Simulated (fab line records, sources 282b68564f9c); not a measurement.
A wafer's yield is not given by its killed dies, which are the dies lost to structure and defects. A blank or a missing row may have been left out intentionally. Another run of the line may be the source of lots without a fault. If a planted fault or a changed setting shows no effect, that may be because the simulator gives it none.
A struck lot beside a sound one + flow rit-cmos + 39 out of 202 route steps
Sound: these wafers, L324.1, L324.2, L324.6. The struck wafers were L329.2, L329.5, L329.6. Last of all comes the cause.
For every step that has rows: the tool of each side, followed by ch and its chambers, followed by its first start. Under that, the readings that differ: sound wafers + struck wafers + difference of the means + sigmas: that difference in standard deviations of wafers without a fault.
alike: words and numbers the same on both sides, and readings whose means are apart by under 2 such deviations; not compared: readings that were withheld, readings missing a value for some wafer, numbers with overlapping values and no deviation given by the record, and bounds like >300 which may hide the same value.
A row with sigmas, a row that says differs or no value, or rows on one side alone: a step with any of these is where the two part. Numbers that don't overlap but have no deviation are shown without sigmas and don't part them. A reading that every wafer of one side lacks parts them only if that side has two wafers or more.

first, 3 steps without rows for these wafers: RIT_GATE_EXPOSE_13 (exposes mask M6, target cd 150 nm); RIT_GATE_PEB_14; RIT_GATE_DEVELOP_15 (develop time 50 s).
RIT_GATE_CD_MEAS_16: the cd target is 150 nm.
  sound: cd-sem-01 at day 3 07:47; struck: cd-sem-02 at day 4 10:55
| reading    | sound             | struck            | difference | sigmas |
|------------|-------------------|-------------------|------------|--------|
| cd-nm (nm) | 149.3 152.5 150.8 | 144.3 146.8 143.7 | -5.9       | -3     |
RIT_GATE_OVL_MEAS_17:
  sound: overlay-01 at day 3 07:54; struck: overlay-01 at day 4 11:01
  alike: GATE_OVL
then, 1 step without rows for these wafers: RIT_GATE_HARDBAKE_18 (time 60 s).
RIT_GATE_ETCH_19: etches poly-Si in SF6/CHF3/O2, stops on SiO2, time 165 s, target depth 312.5 nm.
  sound on rie-si-01 ch 2,3, day 3 08:05; struck on rie-si-02 ch 0,1, day 4 11:11
  alike: drypump-motor-current-A, oes-product-au, throttle-valve-pct
  not compared: rf-hours-counter-h
RIT_GATE_STRIP_20: strips in O2, time 180 s.
  sound on plasma-asher-01 ch 0,1, day 3 08:11; struck on plasma-asher-01 ch 0,1, day 4 11:18
  alike: drypump-motor-current-A
  not compared: rf-hours-counter-h
RIT_GATE_CD_MEAS_90: the cd target is 150 nm.
  sound: cd-sem-02 at day 3 08:22; struck: cd-sem-02 at day 4 11:30
| reading    | sound             | struck            | difference | sigmas |
|------------|-------------------|-------------------|------------|--------|
| cd-nm (nm) | 149.5 152.3 151.0 | 144.2 146.7 143.8 | -6.0       | -3     |
then, 3 steps without rows for these wafers: RIT_REOX_CLEAN_00 (cleans in SC1, time 600 s); RIT_REOX_CLEAN_01 (cleans in dHF, time 30 s); RIT_REOX_CLEAN_02 (cleans in SC2, time 600 s).
RIT_REOX_OXIDATION_03: target thk 25.2 nm, ox time 5804 s.
  sound on furnace-04 ch 0, day 3 08:53; struck on furnace-04 ch 0, day 4 17:23
| reading       | sound             | struck            | difference | sigmas |
|---------------|-------------------|-------------------|------------|--------|
| ox-temp-c (C) | 900.0 900.5 900.0 | 899.1 899.5 899.6 | -0.8       | -2     |
  alike: spike-tc-load-C
RIT_REOX_THK_MEAS_04:
  sound: film-metro-01 at day 3 11:26; struck: film-metro-02 at day 4 20:10
| reading             | sound          | struck         | difference | sigmas |
|---------------------|----------------|----------------|------------|--------|
| REOX_OXIDE_THK (nm) | 25.7 25.8 25.2 | 40.3 41.1 41.1 | +15.3      | +36    |
then, 6 steps without rows for these wafers: RIT_NLDD_HMDS_00 (prime time 60 s); RIT_NLDD_COAT_01 (resist thk 1000 nm); RIT_NLDD_SOFTBAKE_02 (time 60 s); RIT_NLDD_EXPOSE_03 (exposes mask M7, target cd 40700 nm); RIT_NLDD_PEB_04; RIT_NLDD_DEVELOP_05 (develop time 50 s).
RIT_NLDD_OVL_MEAS_06:
  sound: overlay-01 at day 3 12:43; struck: overlay-01 at day 5 01:38
  alike: NLDD_OVL
then, 2 steps without rows for these wafers: RIT_NLDD_HARDBAKE_07 (time 60 s); RIT_NLDD_IMPLANT_08.
RIT_NLDD_STRIP_09: strips in O2, time 180 s.
  sound on plasma-asher-02 ch 0,1, day 3 13:04; struck on plasma-asher-03 ch 0,1, day 5 02:10
  alike: drypump-motor-current-A
  not compared: rf-hours-counter-h
RIT_NLDD_TW_MEAS_10:
  sound: film-metro-04 at day 3 13:14; struck: film-metro-03 at day 5 02:21
  alike: NLDD_TW
then, 6 steps without rows for these wafers: RIT_PLDD_HMDS_00 (prime time 60 s); RIT_PLDD_COAT_01 (resist thk 1012 nm); RIT_PLDD_SOFTBAKE_02 (time 60 s); RIT_PLDD_EXPOSE_03 (exposes mask M8, target cd 40900 nm); RIT_PLDD_PEB_04; RIT_PLDD_DEVELOP_05 (develop time 50 s).
RIT_PLDD_OVL_MEAS_06:
  sound: overlay-01 at day 3 14:19; struck: overlay-01 at day 5 03:25
| reading       | sound       | struck         | difference | sigmas |
|---------------|-------------|----------------|------------|--------|
| PLDD_OVL (nm) | 1.8 1.4 2.8 | -3.3 -1.3 -0.4 | -3.7       | -3     |
then, 2 steps without rows for these wafers: RIT_PLDD_HARDBAKE_07 (time 60 s); RIT_PLDD_IMPLANT_08.
RIT_PLDD_STRIP_09: strips in O2, time 180 s.
  sound on plasma-asher-01 ch 0,1, day 3 14:38; struck on plasma-asher-03 ch 0,1, day 5 03:50
  alike: drypump-motor-current-A
  not compared: rf-hours-counter-h
RIT_PLDD_TW_MEAS_10:
  sound: film-metro-03 at day 3 14:49; struck: film-metro-04 at day 5 04:08
  alike: PLDD_TW
RIT_SPACER_CLEAN_00: cleans in SC1, time 600 s.
  sound on wet-bench-04 ch 0, day 3 14:53; struck on wet-bench-03 ch 0, day 5 04:11
| reading                                     | sound            | struck            | difference | sigmas |
|---------------------------------------------|------------------|-------------------|------------|--------|
| model.SiO2_of_REOX_OXIDATION_03.thk-nm (nm) | 23.72 23.8 23.31 | 37.18 37.87 37.96 | +14.06     |        |
  alike: bath-heat-duty-pct
then, 2 steps without rows for these wafers: RIT_SPACER_CLEAN_01 (cleans in dHF, time 30 s); RIT_M1_PROBE_99.

== WHERE THEY PART ==
Last at RIT_PLDD_OVL_MEAS_06 as far as this record goes, first at RIT_GATE_CD_MEAS_16. Later steps at which nothing parts them and some readings are alike: RIT_PLDD_STRIP_09, RIT_PLDD_TW_MEAS_10, RIT_SPACER_CLEAN_00.

WHY: whatever the simulator had introduced
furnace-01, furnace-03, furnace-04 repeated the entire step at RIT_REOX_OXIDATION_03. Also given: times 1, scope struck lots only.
